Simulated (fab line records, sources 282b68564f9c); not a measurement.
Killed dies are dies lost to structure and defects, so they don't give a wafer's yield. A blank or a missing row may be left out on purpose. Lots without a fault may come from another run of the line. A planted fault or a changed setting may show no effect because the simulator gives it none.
Which tool did it? | flow rit_cmos | 14 lots, 42 wafers sampled, at 2 steps of a route of 202

WHAT THE GAUGES READ, wafer by wafer
RIT_GATE_THK_MEAS_07.
lot  | measured    | on            | GATE_OXIDE_THK (nm)
L230 | day 2 10:07 | film_metro-03 | 3.12 3.13 3.09
L231 | day 2 15:11 | film_metro-02 | 2.96 3.06 3.02
L232 | day 2 20:42 | film_metro-03 | 3.04 3.03 3.00
L233 | day 3 01:13 | film_metro-03 | 3.11 3.02 3.03
L234 | day 3 05:23 | film_metro-02 | 3.15 3.03 3.09
L235 | day 3 11:49 | film_metro-03 | 2.99 2.98 3.07
L236 | day 3 15:38 | film_metro-04 | 3.03 3.09 3.09
L239 | day 4 06:44 | film_metro-02 | 2.88 2.92 2.96
L240 | day 4 11:35 | film_metro-02 | 3.13 3.08 3.06
L242 | day 5 00:01 | film_metro-02 | 3.54 3.54 3.61
L243 | day 5 06:32 | film_metro-03 | 3.52 3.49 3.54
L250 | day 6 17:52 | film_metro-02 | 2.92 2.97 2.91
L251 | day 6 23:11 | film_metro-03 | 3.00 2.91 3.00
L252 | day 7 00:25 | film_metro-04 | 3.01 3.00 3.04

WHICH TOOL RAN EACH LOT (tool, then ch and the chambers of the sampled wafers, then the start)
lot  | RIT_GATE_OXIDATION_05
L230 | furnace-03 ch 0, day 2 08:46
L231 | furnace-03 ch 0, day 2 13:52
L232 | furnace-03 ch 0, day 2 19:22
L233 | furnace-03 ch 0, day 2 23:53
L234 | furnace-01 ch 0, day 3 04:03
L235 | furnace-01 ch 0, day 3 10:29
L236 | furnace-03 ch 0, day 3 14:18
L239 | furnace-04 ch 0, day 4 05:23
L240 | furnace-03 ch 0, day 4 09:24
L242 | furnace-01 ch 0, day 4 21:22
L243 | furnace-01 ch 0, day 5 03:15
L250 | furnace-04 ch 0, day 6 14:15
L251 | furnace-04 ch 0, day 6 20:04
L252 | furnace-04 ch 0, day 6 23:05
- RIT_GATE_OXIDATION_05: target thk 3 nm, ox time 270 s.

WHAT THE TOOLS THEMSELVES READ (means of the sampled wafers that have a number; where no wafer has one, the mark that the record gives instead)
RIT_GATE_OXIDATION_05.
lot  | tool       | spike_tc_centre_C (C) | spike_tc_load_C (C) | spike_tc_source_C (C) | tube_center_temp_C (C) | tube_center_temp_C_max
L230 | furnace-03 | 903.8                 | 928.5               | 922.9                 | 899.96                 | 902.4
L231 | furnace-03 | 905.2                 | 928.4               | 922.5                 | 899.99                 | 902.0
L232 | furnace-03 | 903.5                 | 929.4               | 921.6                 | 900.05                 | 902.2
L233 | furnace-03 | 903.8                 | 929.4               | 922.7                 | 899.99                 | 902.4
L234 | furnace-01 | 902.5                 | 923.8               | 924.7                 | 900.03                 | 902.0
L235 | furnace-01 | 902.3                 | 924.3               | 925.5                 | 899.99                 | 902.7
L236 | furnace-03 | 903.9                 | 928.4               | 921.8                 | 900.03                 | 902.7
L239 | furnace-04 | 903.1                 | 924.4               | 920.1                 | 899.99                 | 902.4
L240 | furnace-03 | 903.1                 | 929.2               | 921.8                 | 900.01                 | 902.1
L242 | furnace-01 | 918.4                 | 938.8               | 939.7                 | 915.04                 | 917.5
L243 | furnace-01 | 918.6                 | 939.1               | 940.8                 | 915.00                 | 917.1
L250 | furnace-04 | 901.4                 | 924.4               | 920.1                 | 900.02                 | 902.1
L251 | furnace-04 | 903.0                 | 923.9               | 920.0                 | 899.96                 | 902.2
L252 | furnace-04 | 901.5                 | 924.2               | 920.8                 | 899.98                 | 902.5

THE ANSWER, worked out from the rows above alone
Rule: what is usual is taken from the lots themselves. Put in order of their means at a reading, lots are off if they are a third of the lots or fewer, leave a main group of 4 or more, and stand apart from it by a gap of 3 or more times the standard deviation of the main group's means; of several such gaps the widest counts. A main group whose means are all the same, to the digits that the tables above print for the reading, isn't used. A lot without any number at a reading at which 4 lots or more have one is off too. The other lots that the step has rows for count as sound. The gauges are gone through in route order, then the tools' own readings, and for those a lot's mean is taken as printed above. The first step at which some lot is off is used, and at that step the reading that is off furthest; a lot without a number counts as furthest.
Off: L242, L243, at RIT_GATE_THK_MEAS_07 (GATE_OXIDE_THK). The main group: mean 3.03 nm, standard deviation 0.059.
A tool fits if, at a process step before that reading, it ran every lot that is off, and no sound lot after the first of them. The gauges at RIT_GATE_THK_MEAS_07 aren't tried: what is off there is off at RIT_GATE_OXIDATION_05 too, on other tools, and a gauge's error can't cause that. One fits: furnace-01 at RIT_GATE_OXIDATION_05. Its last sound lot is L235 (day 3 10:29), its first lot that is off L242 (day 4 21:22): a fault that began between those two fits.
The tool's own readings at RIT_GATE_OXIDATION_05 bear it out: on the lots that are off they differ by more than 5 times the standard deviation of the sound lots' means. spike_tc_centre_C reads 918.5 C there against 903.1 C on the sound lots; spike_tc_load_C reads 939.0 C there against 926.5 C on the sound lots; spike_tc_source_C reads 940.2 C there against 922.0 C on the sound lots; tube_center_temp_C reads 915.02 C there against 900.00 C on the sound lots; tube_center_temp_C_max reads 917.3 there against 902.3 on the sound lots.

WHAT THE SIMULATOR HAD PUT IN
Process parameter drift: furnace-01, from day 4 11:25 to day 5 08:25, at RIT_GATE_OXIDATION_05. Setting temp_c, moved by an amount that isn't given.
Lots struck among those shown: L242, L243. The rule above found the same.
